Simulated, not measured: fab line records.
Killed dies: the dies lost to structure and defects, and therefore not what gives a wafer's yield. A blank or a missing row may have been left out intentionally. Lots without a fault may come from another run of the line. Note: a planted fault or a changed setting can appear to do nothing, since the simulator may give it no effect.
Problem report, 8D (eight disciplines) form, completed by code -- flow rit_cmos -- the parts of the form that need people (team, actions taken, sign-off) are left out

== 1. PROBLEM STATEMENT ==
Across 9 wafers from 3 lots, ACTIVE_NITRIDE_THK at RIT_ACTIVE_THK_MEAS_04 averages 104.5 nm, while fault-free wafers read 153.9 nm with a standard deviation of 1.5. That is -33 standard deviations from the usual mean.
Earliest sighting: wafer L641.1 on film_metro-04 at day 4 10:14. Wafers with a number at this step in the record: 45, from 15 lots. The rule behind "out" and "out of limits": a value lying over 4 standard deviations away from the usual mean. All remaining wafers that have a number are taken as sound.

== 2. WHAT IT IS; WHAT IT IS NOT ==
question,is,is not
which readings at this step,ACTIVE_NITRIDE_THK,-
which lots,"L641, L642, L643","L628, L629, L630, L631, L632, L634, L635, L636, L637, L648, L650, L651"
which wafers of those lots,all that have a number,-
read on which gauges,"film_metro-01, film_metro-02, film_metro-04",-
when,from day 4 10:14,"up to then (27 sound wafers); but 9 sound wafers of L648, L650, L651 came after"

== 3. SUSPECTS, AND WHAT RULES EACH OUT ==
Counting: a tool at any process step up to the reading remains a suspect when it ran all the lots that are out and ran no sound lot after the first of those.
- the gauge at RIT_ACTIVE_THK_MEAS_04 is ruled out. The wafers that are out were read on 3 gauges (film_metro-01, film_metro-02, film_metro-04).
- lpcvd-01 at RIT_ACTIVE_CVD_03 (deposits Si3N4 from SiH2Cl2/NH3, target thk 150 nm, time 1537 s): kept. It processed each lot that is out, first L641 at day 4 08:49, and no sound lot thereafter; up to then, the last sound lot it processed was L635 at day 3 00:35.
Left after counting: lpcvd-01 at RIT_ACTIVE_CVD_03.

== 4. THE CAUSE (what the simulator had put in) ==
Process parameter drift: lpcvd-01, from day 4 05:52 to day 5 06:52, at RIT_ACTIVE_CVD_03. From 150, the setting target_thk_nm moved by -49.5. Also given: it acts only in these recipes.
Counting left only this tool.

== 5. SEQUENCE OF EFFECTS, ordered by route ==
One row per reading whose mean, taken over the struck wafers that have a number, lies over 3 standard deviations from the usual. Only readings whose record carries a usual standard deviation are examined. hours: median over the lots of the time between each lot's start at the first step of this table that gives one and its start at this step. sigmas: the change, counted in usual standard deviations.
hours,step,reading,usual,on struck wafers,change,sigmas
0,RIT_ACTIVE_THK_MEAS_04,ACTIVE_NITRIDE_THK,153.9 nm,104.5,-49.4,-33
1,RIT_ACTIVE_ETCH_13,oes_product_au,0.832 a.u.,0.686,-0.146,-10
Here are the process steps it includes:
- RIT_ACTIVE_ETCH_13: etches Si3N4 in SF6, stops on SiO2, time 210 s, target depth 210 nm.

== 6. HOW IT WOULD HAVE BEEN CAUGHT EARLIER ==
4 hours passed between the start of the fault at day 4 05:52 and the first reading out of limits at a measuring or inspecting step in this record, taken at day 4 10:14.
An alarm limit of 4 standard deviations would not have fired on the tool readings at RIT_ACTIVE_CVD_03 for which the record gives a usual standard deviation, since none of them was out on any struck wafer.
Of the lots that are out (3), L642, L643 began RIT_ACTIVE_CVD_03 on lpcvd-01 after day 4 10:14. A hold on the tool at that time would have spared those 2.
